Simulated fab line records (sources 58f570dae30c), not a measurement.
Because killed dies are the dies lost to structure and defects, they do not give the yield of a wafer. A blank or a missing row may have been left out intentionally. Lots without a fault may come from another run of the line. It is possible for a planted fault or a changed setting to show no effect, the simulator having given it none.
Split-lot experiment ; flow berkeley_cmos170 ; 5 lots, 23 wafers read, on a route of 331 steps

SPLIT DETAILS
At UCB170_M2_METAL_ETCH_18 (etches Al in Cl2/BCl3, stops on SiO2, target depth 1170 nm, time 195 s), the setting time_s was moved away from the recipe's 195 s on 8 of the 23 wafers read, by -7.6% to +6.4%. The other wafers ran this setting at the recipe's value.

Between the split and the reading, the file records no step.

THE READING
oes_product_au, in a.u., at UCB170_M2_STRIP_19 (strips in O2). Typical for fault-free wafers on this fab line: 0.550 a.u., with standard deviation 0.017 a.u.

wafer;tool, chamber at the split;time_s as run, s;against the recipe;oes_product_au, a.u.;against lot-mates on the recipe
L074.4;rie_metal-04, 0;195;recipe;0.549;-
L074.5;rie_metal-04, 1;195;recipe;0.538;-
L074.6;rie_metal-04, 0;195;recipe;0.548;-
L077.1;rie_metal-02, 0;195;recipe;0.561;-
L077.2;rie_metal-02, 1;195;recipe;0.535;-
L077.3;rie_metal-02, 1;195;recipe;0.540;-
L077.4;rie_metal-02, 0;195;recipe;0.556;-
L077.6;rie_metal-02, 0;195;recipe;0.557;-
L078.2;rie_metal-02, 1;180.2;-7.6%;0.585;+0.042
L078.3;rie_metal-02, 1;195;recipe;0.535;-
L078.4;rie_metal-02, 0;180.2;-7.6%;0.603;+0.060
L078.5;rie_metal-02, 1;180.2;-7.6%;0.592;+0.049
L078.6;rie_metal-02, 0;195;recipe;0.550;-
L079.1;rie_metal-04, 1;195;recipe;0.547;-
L079.2;rie_metal-04, 0;205.9;+5.6%;0.519;-0.031
L079.3;rie_metal-04, 0;205.9;+5.6%;0.515;-0.035
L079.4;rie_metal-04, 1;205.9;+5.6%;0.508;-0.042
L079.6;rie_metal-04, 1;195;recipe;0.554;-
L082.2;rie_metal-04, 0;195;recipe;0.569;-
L082.3;rie_metal-04, 0;195;recipe;0.567;-
L082.4;rie_metal-04, 0;207.4;+6.4%;0.529;-0.041
L082.5;rie_metal-04, 0;195;recipe;0.575;-
L082.6;rie_metal-04, 0;207.4;+6.4%;0.519;-0.051

THE FIT
A straight line over all 23 wafers: oes_product_au changes by -0.00556 a.u. for each +1% of time_s; r = -0.89; the points scatter about the line by 0.011 a.u.
The same after taking each lot's own level away (the mean of its wafers on the recipe; 23 wafers): -0.00679 a.u. for each +1%; r = -0.97; scatter 0.0072 a.u.
On that fit, the largest move of time_s shifts the reading by 0.052 a.u.
From 0.5425 to 0.5703 a.u.: that is the span of the lots' own levels, equal to 1.6 times the standard deviation above.
Hence the slope depends on the lot-to-lot level, as the two fits are not the same.
Check: +0.0539 a.u. against its lot-mates is what the line predicts for one of the wafers moved furthest among these (-7.6%) when that wafer is left out of the fit. It came out at +0.0425 a.u. against them.

FURTHER SPLITS ON THESE WAFERS
Note: prior to the reading, these wafers also went through further splits. Each is held against what the fit with the lots' levels taken away leaves over:
other split on the same wafers;wafers away from the commonest value;r with oes_product_au (lot level and that fit taken away)
UCB170_NSD_IMPLANT_08 tilt_deg;10;-0.10
UCB170_M1_SPUTTER_00 power_w;10;-0.19
UCB170_V1_ETCH_14 rf_w;9;+0.11

THE WHOLE CHAIN: every reading that the file lists as answering this split, in the file's order
step;what it does;reading;change (the file's fit);r (the file's)
UCB170_M2_METAL_ETCH_18;etches Al in Cl2/BCl3, stops on SiO2, target depth 1170 nm, time 195 s;KrF_of_M2_COAT_10.thk_nm (the simulator's own value, which no gauge read);-6.43 nm for each +1% of the setting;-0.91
UCB170_M2_STRIP_19;strips in O2;oes_product_au;-0.00685 a.u. for each +1% of the setting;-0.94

FILE'S OWN FIT
oes_product_au changes by -0.00685 a.u. for each +1% of time_s, r = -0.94.
